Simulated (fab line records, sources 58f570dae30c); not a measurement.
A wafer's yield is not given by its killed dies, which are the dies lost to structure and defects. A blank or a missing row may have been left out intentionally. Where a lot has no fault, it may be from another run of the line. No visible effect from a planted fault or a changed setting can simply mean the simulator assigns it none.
Which tool was responsible? | flow berkeley cmos170 | 42 wafers from 14 lots sampled at 5 of the route's 331 steps

== WHAT EACH GAUGE READ, for each wafer ==
UCB170_V1_THK_MEAS_04.
lot  | measured     | on            | V1_POLISHED_THK (nm)
L945 | day 7 02:35  | film metro-04 | 998.7 999.8 1001.2
L947 | day 7 10:17  | film metro-03 | 1000.1 1000.0 999.5
L946 | day 7 10:22  | film metro-02 | 999.4 998.6 998.3
L949 | day 8 03:31  | film metro-04 | 999.5 1000.4 999.2
L950 | day 8 03:31  | film metro-03 | 1000.7 1002.4 1000.9
L948 | day 8 03:50  | film metro-02 | 1000.5 1000.5 998.6
L952 | day 8 17:12  | film metro-02 | 1001.6 1000.9 1001.5
L951 | day 8 17:13  | film metro-04 | 1000.1 1001.6 999.3
L960 | day 10 06:53 | film metro-03 | 1000.4 1000.5 999.7
L963 | day 11 01:44 | film metro-04 | 1000.8 1000.3 998.8
L965 | day 11 01:44 | film metro-02 | 1001.6 999.2 1001.0
L968 | day 12 04:18 | film metro-04 | 999.6 1001.0 1001.1
L966 | day 12 04:36 | film metro-04 | 999.8 1000.3 999.2
L967 | day 12 04:36 | film metro-03 | 999.6 997.9 1000.3

UCB170_M2_CD_MEAS_15 targets a cd of 700 nm.
lot  | measured     | on        | cd nm (nm)
L945 | day 7 07:10  | cd sem-02 | 700.1 700.1 699.2
L947 | day 7 15:16  | cd sem-02 | 700.0 701.1 700.7
L946 | day 7 15:34  | cd sem-02 | 700.3 700.4 699.5
L949 | day 8 09:11  | cd sem-02 | 702.9 702.8 702.5
L950 | day 8 09:48  | cd sem-01 | 693.0 693.5 693.7
L948 | day 8 09:32  | cd sem-02 | 692.9 691.5 692.8
L952 | day 8 21:15  | cd sem-01 | 701.1 701.4 700.6
L951 | day 8 21:00  | cd sem-02 | 701.4 700.2 701.3
L960 | day 10 13:10 | cd sem-02 | 696.2 697.5 696.2
L963 | day 11 06:32 | cd sem-01 | 696.5 697.9 698.6
L965 | day 11 06:52 | cd sem-02 | 700.8 701.1 701.1
L968 | day 12 10:45 | cd sem-01 | 699.2 698.5 699.0
L966 | day 12 11:10 | cd sem-02 | 701.3 701.2 701.3
L967 | day 12 10:53 | cd sem-01 | 699.5 698.9 698.3

UCB170_V2_THK_MEAS_04.
lot  | measured     | on            | V2_POLISHED_THK (nm)
L945 | day 7 08:35  | film metro-01 | 1002.7 998.9 999.3
L947 | day 7 16:42  | film metro-01 | 999.2 997.7 999.9
L946 | day 7 16:50  | film metro-03 | 999.8 999.6 998.8
L949 | day 8 10:26  | film metro-02 | 999.1 999.9 1000.9
L950 | day 8 11:02  | film metro-02 | 1001.2 1000.1 1000.0
L948 | day 8 10:44  | film metro-03 | 997.3 998.0 1001.1
L952 | day 8 22:29  | film metro-03 | 999.2 1001.9 1002.5
L951 | day 8 22:14  | film metro-02 | 1001.7 1001.3 999.2
L960 | day 10 14:25 | film metro-02 | 999.6 999.9 999.3
L963 | day 11 07:53 | film metro-01 | 1001.5 1000.5 1001.6
L965 | day 11 08:11 | film metro-03 | 999.3 1001.8 1002.3
L968 | day 12 11:59 | film metro-03 | 999.7 998.2 1000.8
L966 | day 12 12:25 | film metro-02 | 999.8 998.7 999.1
L967 | day 12 12:17 | film metro-01 | 999.8 1000.5 999.8

== EACH LOT AND THE TOOL THAT RAN IT (in order: tool; ch and the chambers of the sampled wafers; start) ==
lot  | UCB170_M2_PEB_13                  | UCB170_V2_CVD_00
L945 | litho track-02 ch 0, day 7 06:53  | pecvd-02 ch 0,1,2, day 7 07:58
L947 | litho track-03 ch 0, day 7 14:59  | pecvd-03 ch 1,2, day 7 16:04
L946 | litho track-03 ch 0, day 7 15:17  | pecvd-02 ch 0,1,2, day 7 16:09
L949 | litho track-04 ch 0, day 8 08:55  | pecvd-04 ch 0,1, day 8 09:48
L950 | litho track-04 ch 0, day 8 09:28  | pecvd-04 ch 1,2, day 8 10:24
L948 | litho track-04 ch 0, day 8 09:16  | pecvd-02 ch 0,1,2, day 8 10:09
L952 | litho track-03 ch 0, day 8 20:59  | pecvd-04 ch 0,1,2, day 8 21:52
L951 | litho track-02 ch 0, day 8 20:44  | pecvd-02 ch 0,1,2, day 8 21:35
L960 | litho track-03 ch 0, day 10 12:54 | pecvd-04 ch 0,1,2, day 10 13:47
L963 | litho track-03 ch 0, day 11 06:16 | pecvd-03 ch 0,1,2, day 11 07:09
L965 | litho track-02 ch 0, day 11 06:34 | pecvd-02 ch 0,1, day 11 07:29
L968 | litho track-03 ch 0, day 12 10:28 | pecvd-04 ch 1,2, day 12 11:21
L966 | litho track-04 ch 0, day 12 10:53 | pecvd-04 ch 0,2, day 12 11:47
L967 | litho track-04 ch 0, day 12 10:37 | pecvd-02 ch 0,1, day 12 11:30
- UCB170_M2_PEB_13
- UCB170_V2_CVD_00: deposits SiO2 from TEOS/O2, target thk 2000 nm, time 250 s.

== WHAT THE TOOLS THEMSELVES READ (means of the sampled wafers that have a number; where no wafer has one, the mark that the record gives instead) ==
UCB170_M2_PEB_13.
lot  | tool           | plate temp C (C)
L945 | litho track-02 | 129.84
L947 | litho track-03 | 129.93
L946 | litho track-03 | 130.07
L949 | litho track-04 | 129.96
L950 | litho track-04 | 130.20
L948 | litho track-04 | 130.01
L952 | litho track-03 | 130.02
L951 | litho track-02 | 129.94
L960 | litho track-03 | 129.82
L963 | litho track-03 | 130.10
L965 | litho track-02 | 129.95
L968 | litho track-03 | 129.99
L966 | litho track-04 | 130.18
L967 | litho track-04 | 130.05

UCB170_V2_CVD_00.
lot  | tool     | heater power w (W)
L945 | pecvd-02 | 249
L947 | pecvd-03 | 242
L946 | pecvd-02 | 213
L949 | pecvd-04 | 327
L950 | pecvd-04 | 311
L948 | pecvd-02 | 257
L952 | pecvd-04 | 327
L951 | pecvd-02 | 206
L960 | pecvd-04 | 293
L963 | pecvd-03 | 270
L965 | pecvd-02 | 173
L968 | pecvd-04 | 296
L966 | pecvd-04 | 260
L967 | pecvd-02 | 161

== THE ANSWER, worked out from the rows above alone ==
Rule: what is usual is taken from the lots themselves. Put in order of their means at a reading, lots are off if they are a third of the lots or fewer, leave a main group of 4 or more, and stand apart from it by a gap of 3 or more times the standard deviation of the main group's means; of several such gaps the widest counts. A main group whose means are all the same, to the digits that the tables above print for the reading, isn't used. A lot without any number at a reading at which 4 lots or more have one is off too. All remaining lots with rows at the step are treated as sound. Order of review: gauges by route order, followed by the tools' own readings, for which a lot's mean as printed above is used. At the first step where some lot is off, the reading lying furthest off is the one used; lots without a number count as furthest.
No lot is off at any reading shown: from this, nothing can be told.

== WHAT HAD BEEN PUT IN BY THE SIMULATOR ==
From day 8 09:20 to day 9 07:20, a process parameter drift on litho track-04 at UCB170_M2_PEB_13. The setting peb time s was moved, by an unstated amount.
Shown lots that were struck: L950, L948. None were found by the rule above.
